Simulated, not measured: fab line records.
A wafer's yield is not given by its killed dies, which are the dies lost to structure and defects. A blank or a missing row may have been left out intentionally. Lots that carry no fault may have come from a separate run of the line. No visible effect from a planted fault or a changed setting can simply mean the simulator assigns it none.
Which tool is to blame? + flow berkeley cmos170 + 37 wafers from 13 lots sampled at 7 of the route's 331 steps

== WHAT THE GAUGES READ, wafer by wafer ==
UCB170_ACTIVE_THK_MEAS_06. Usual: ACTIVE_NITRIDE_THK 219.9 nm, standard deviation 2.3.
| lot  | measured    | on            | ACTIVE_NITRIDE_THK (nm) | flag |
|------|-------------|---------------|-------------------------|------|
| L612 | day 5 06:08 | film metro-01 | 218.4 216.5 217.6       |      |
| L614 | day 5 06:10 | film metro-02 | 220.5 221.3 221.6       |      |
| L615 | day 5 16:51 | film metro-04 | 217.7 219.7 217.1       |      |
| L617 | day 5 16:51 | film metro-02 | 223.5 221.3 223.1       |      |
| L618 | day 6 05:18 | film metro-02 | 215.0 217.3 217.5       |      |
| L619 | day 6 05:18 | film metro-04 | 221.7 221.3 222.3       |      |
| L620 | day 6 17:35 | film metro-04 | 218.8 220.2 220.9       |      |
| L621 | day 6 17:35 | film metro-02 | 219.0 219.1 221.4       |      |
| L622 | day 7 01:11 | film metro-04 | 221.6 221.5 221.7       |      |
| L626 | day 7 15:18 | film metro-04 | 217.5 218.7 217.1       |      |
| L625 | day 7 15:19 | film metro-02 | 218.6 218.9 217.2       |      |
| L634 | day 9 00:13 | film metro-02 | 225.0 228.0 226.0       |      |
| L632 | day 9 00:14 | film metro-04 | 219.7                   |      |

UCB170_SDANNEAL_RS_MEAS_02: measurement is done with a four-point probe. Usual: PSD_RS 75.5 ohm/sq, standard deviation 0.32.
| lot  | measured     | on            | PSD_RS (ohm/sq) | flag |
|------|--------------|---------------|-----------------|------|
| L612 | day 8 04:41  | film metro-01 | 74.9 74.9 74.6  |      |
| L614 | day 8 04:16  | film metro-02 | 75.2 74.6 75.1  |      |
| L615 | day 8 14:30  | film metro-04 | 75.7 75.7 75.7  |      |
| L617 | day 8 14:11  | film metro-02 | 75.5 75.7 75.7  |      |
| L618 | day 9 07:34  | film metro-02 | 75.1 75.4 75.7  |      |
| L619 | day 9 06:22  | film metro-01 | 75.4 75.5 75.3  |      |
| L620 | day 9 14:52  | film metro-02 | 75.6 75.4 75.5  |      |
| L621 | day 9 15:00  | film metro-04 | 75.4 75.2 75.3  |      |
| L622 | day 10 00:53 | film metro-04 | 75.5 75.3 75.2  |      |
| L626 | day 10 10:44 | film metro-02 | 75.4 75.5 75.2  |      |
| L625 | day 10 10:19 | film metro-04 | 75.7 75.9 75.7  |      |
| L634 | day 12 05:50 | film metro-04 | 75.5 75.4 75.5  |      |
| L632 | day 12 06:22 | film metro-02 | 75.2            |      |

UCB170_M3_RS_MEAS_02: measurement is done with a four-point probe. Usual: M3_AL_RS 0.0322 ohm/sq, standard deviation 0.00044.
| lot  | measured     | on            | M3_AL_RS (ohm/sq)    | flag |
|------|--------------|---------------|----------------------|------|
| L612 | day 9 03:32  | film metro-01 | 0.0322 0.0322 0.0320 |      |
| L614 | day 9 05:31  | film metro-01 | 0.0320 0.0314 0.0321 |      |
| L615 | day 9 10:34  | film metro-01 | 0.0310 0.0316 0.0318 |      |
| L617 | day 9 10:41  | film metro-04 | 0.0323 0.0322 0.0324 |      |
| L618 | day 10 00:59 | film metro-02 | 0.0321 0.0318 0.0322 |      |
| L619 | day 10 00:48 | film metro-02 | 0.0322 0.0320 0.0327 |      |
| L620 | day 10 08:20 | film metro-04 | 0.0327 0.0326 0.0333 |      |
| L621 | day 10 09:35 | film metro-02 | 0.0326 0.0330 0.0328 |      |
| L622 | day 11 00:19 | film metro-02 | 0.0312 0.0319 0.0321 |      |
| L626 | day 11 06:14 | film metro-01 | 0.0322 0.0321 0.0324 |      |
| L625 | day 11 04:25 | film metro-04 | 0.0321 0.0319 0.0318 |      |
| L634 | day 13 01:08 | film metro-04 | 0.0321 0.0322 0.0325 |      |
| L632 | day 13 02:53 | film metro-04 | 0.0234               | OFF  |

UCB170_M3_THK_MEAS_03: measures by xrf. Usual: M3_AL_THK 876 nm, standard deviation 13.
| lot  | measured     | on            | M3_AL_THK (nm) | flag |
|------|--------------|---------------|----------------|------|
| L612 | day 9 03:39  | film metro-01 | 880 879 882    |      |
| L614 | day 9 05:37  | film metro-01 | 884 897 880    |      |
| L615 | day 9 10:41  | film metro-01 | 909 895 884    |      |
| L617 | day 9 10:49  | film metro-04 | 881 879 875    |      |
| L618 | day 10 01:05 | film metro-02 | 880 886 882    |      |
| L619 | day 10 00:55 | film metro-02 | 878 880 863    |      |
| L620 | day 10 08:28 | film metro-04 | 858 862 847    |      |
| L621 | day 10 09:42 | film metro-02 | 868 858 863    |      |
| L622 | day 11 00:25 | film metro-02 | 911 892 885    |      |
| L626 | day 11 06:21 | film metro-01 | 876 875 869    |      |
| L625 | day 11 04:31 | film metro-04 | 880 881 890    |      |
| L634 | day 13 01:15 | film metro-04 | 881 875 861    |      |
| L632 | day 13 02:58 | film metro-04 | 1202           | OFF  |

UCB170_M3_BOW_MEAS_20. Usual: M3_BOW 33 um, standard deviation 7.1.
| lot  | measured     | on            | M3_BOW (um) | flag |
|------|--------------|---------------|-------------|------|
| L612 | day 9 07:25  | film metro-01 | 28 30 25    |      |
| L614 | day 9 09:26  | film metro-04 | 31 32 33    |      |
| L615 | day 9 13:39  | film metro-02 | 35 40 42    |      |
| L617 | day 9 13:45  | film metro-01 | 40 37 25    |      |
| L618 | day 10 03:36 | film metro-04 | 30 29 48    |      |
| L619 | day 10 03:09 | film metro-02 | 26 30 32    |      |
| L620 | day 10 11:13 | film metro-04 | 20 26 19    |      |
| L621 | day 10 12:58 | film metro-02 | 34 30 21    |      |
| L622 | day 11 02:54 | film metro-01 | 25 21 30    |      |
| L626 | day 11 09:36 | film metro-04 | 30 40 38    |      |
| L625 | day 11 06:54 | film metro-02 | 39 37 36    |      |
| L634 | day 13 04:14 | film metro-04 | 35 27 16    |      |
| L632 | day 13 06:32 | film metro-02 | 20          |      |

== EACH LOT AND THE TOOL THAT RAN IT (in order: tool; ch and the chambers of the sampled wafers; start) ==
| lot  | UCB170_M3_SPUTTER_01         | UCB170_M3_METAL_ETCH_18           |
|------|------------------------------|-----------------------------------|
| L612 | pvd sputter-01, day 9 03:26  | rie metal-02 ch 0,1, day 9 07:00  |
| L614 | pvd sputter-04, day 9 05:23  | rie metal-02 ch 0,1, day 9 08:58  |
| L615 | pvd sputter-04, day 9 10:29  | rie metal-01 ch 0, day 9 13:04    |
| L617 | pvd sputter-03, day 9 10:37  | rie metal-03 ch 0,1, day 9 13:19  |
| L618 | pvd sputter-01, day 10 00:37 | rie metal-03 ch 0,1, day 10 03:10 |
| L619 | pvd sputter-03, day 10 00:20 | rie metal-02 ch 0,1, day 10 02:44 |
| L620 | pvd sputter-03, day 10 08:16 | rie metal-03 ch 0,1, day 10 10:49 |
| L621 | pvd sputter-01, day 10 09:30 | rie metal-01 ch 0, day 10 12:22   |
| L622 | pvd sputter-04, day 11 00:12 | rie metal-02 ch 0,1, day 11 02:28 |
| L626 | pvd sputter-03, day 11 06:09 | rie metal-03 ch 0,1, day 11 09:04 |
| L625 | pvd sputter-01, day 11 04:17 | rie metal-02 ch 0,1, day 11 06:31 |
| L634 | pvd sputter-03, day 13 01:02 | rie metal-02 ch 0,1, day 13 03:45 |
| L632 | pvd sputter-01, day 13 02:46 | rie metal-03 ch 0, day 13 06:03   |
- UCB170_M3_SPUTTER_01: material Al, target thk 900 nm, time 120 s.
- UCB170_M3_METAL_ETCH_18: etches Al in Cl2/BCl3, stops on SiO2, target depth 1170 nm, time 195 s.

== AS READ BY THE TOOLS THEMSELVES (means over the sampled wafers that have a number; for cases with no such wafer, the mark the record gives instead) ==
UCB170_M3_SPUTTER_01. Usual: throttle valve pct reads 30.0 % (standard deviation 1.1).
| lot  | tool           | throttle valve pct (%) | flag |
|------|----------------|------------------------|------|
| L612 | pvd sputter-01 | 30.3                   |      |
| L614 | pvd sputter-04 | 30.0                   |      |
| L615 | pvd sputter-04 | 29.6                   |      |
| L617 | pvd sputter-03 | 29.4                   |      |
| L618 | pvd sputter-01 | 29.7                   |      |
| L619 | pvd sputter-03 | 29.4                   |      |
| L620 | pvd sputter-03 | 29.7                   |      |
| L621 | pvd sputter-01 | 31.4                   |      |
| L622 | pvd sputter-04 | 29.6                   |      |
| L626 | pvd sputter-03 | 29.8                   |      |
| L625 | pvd sputter-01 | 30.6                   |      |
| L634 | pvd sputter-03 | 29.6                   |      |
| L632 | pvd sputter-01 | 30.8                   |      |

UCB170_M3_METAL_ETCH_18. Usual: chamber pressure mTorr 12.001 mTorr, standard deviation 0.012; drypump motor current A 5.7 A, standard deviation 0.39; oes product au 0.853 a.u., standard deviation 0.011; throttle valve pct 24.34 %, standard deviation 0.18.
| lot  | tool         | chamber pressure mTorr (mTorr) | drypump motor current A (A) | oes product au (a.u.) | throttle valve pct (%) | flag |
|------|--------------|--------------------------------|-----------------------------|-----------------------|------------------------|------|
| L612 | rie metal-02 | 11.986                         | 5.9                         | 0.852                 | 24.35                  |      |
| L614 | rie metal-02 | 11.996                         | 5.9                         | 0.856                 | 24.40                  |      |
| L615 | rie metal-01 | 12.006                         | 6.4                         | 0.854                 | 24.21                  |      |
| L617 | rie metal-03 | 12.010                         | 5.3                         | 0.856                 | 24.46                  |      |
| L618 | rie metal-03 | 12.011                         | 5.2                         | 0.855                 | 24.47                  |      |
| L619 | rie metal-02 | 12.008                         | 5.9                         | 0.846                 | 24.39                  |      |
| L620 | rie metal-03 | 12.003                         | 5.3                         | 0.848                 | 24.32                  |      |
| L621 | rie metal-01 | 11.999                         | 6.3                         | 0.836                 | 24.23                  |      |
| L622 | rie metal-02 | 12.019                         | 5.9                         | 0.857                 | 24.40                  |      |
| L626 | rie metal-03 | 12.001                         | 5.3                         | 0.858                 | 24.31                  |      |
| L625 | rie metal-02 | 12.002                         | 5.8                         | 0.858                 | 24.36                  |      |
| L634 | rie metal-02 | 12.001                         | 5.9                         | 0.851                 | 24.40                  |      |
| L632 | rie metal-03 | 11.995                         | 5.3                         | 0.966                 | 24.10                  | OFF  |

== THE ANSWER, worked out from the rows above alone ==
Rule: lot off if the mean of its wafers having a number is beyond 3 standard deviations from the usual mean. Also off: a lot with no number at a reading for which 4 or more lots have one. All remaining lots with rows at the step are treated as sound. First the gauges in route order, then the tools' own readings, where a lot's mean is used as printed above. At the first step where some lot is off, the reading lying furthest off is the one used; lots without a number count as furthest.
Off: L632, at UCB170_M3_RS_MEAS_02 (M3_AL_RS).
If a tool, at a process step before that reading, ran all the lots that are off and no sound lot after the first of them, it fits. Not tried: the gauges at UCB170_M3_RS_MEAS_02; whatever is off there is also off at UCB170_M3_METAL_ETCH_18, on other tools, and gauge error can't account for it. One candidate fits, namely pvd sputter-01 at UCB170_M3_SPUTTER_01. A fault onset in the window from L625 (day 11 04:17, its last sound lot) to L632 (day 13 02:46, its first lot off) fits.

== WHAT THE SIMULATOR PUT IN ==
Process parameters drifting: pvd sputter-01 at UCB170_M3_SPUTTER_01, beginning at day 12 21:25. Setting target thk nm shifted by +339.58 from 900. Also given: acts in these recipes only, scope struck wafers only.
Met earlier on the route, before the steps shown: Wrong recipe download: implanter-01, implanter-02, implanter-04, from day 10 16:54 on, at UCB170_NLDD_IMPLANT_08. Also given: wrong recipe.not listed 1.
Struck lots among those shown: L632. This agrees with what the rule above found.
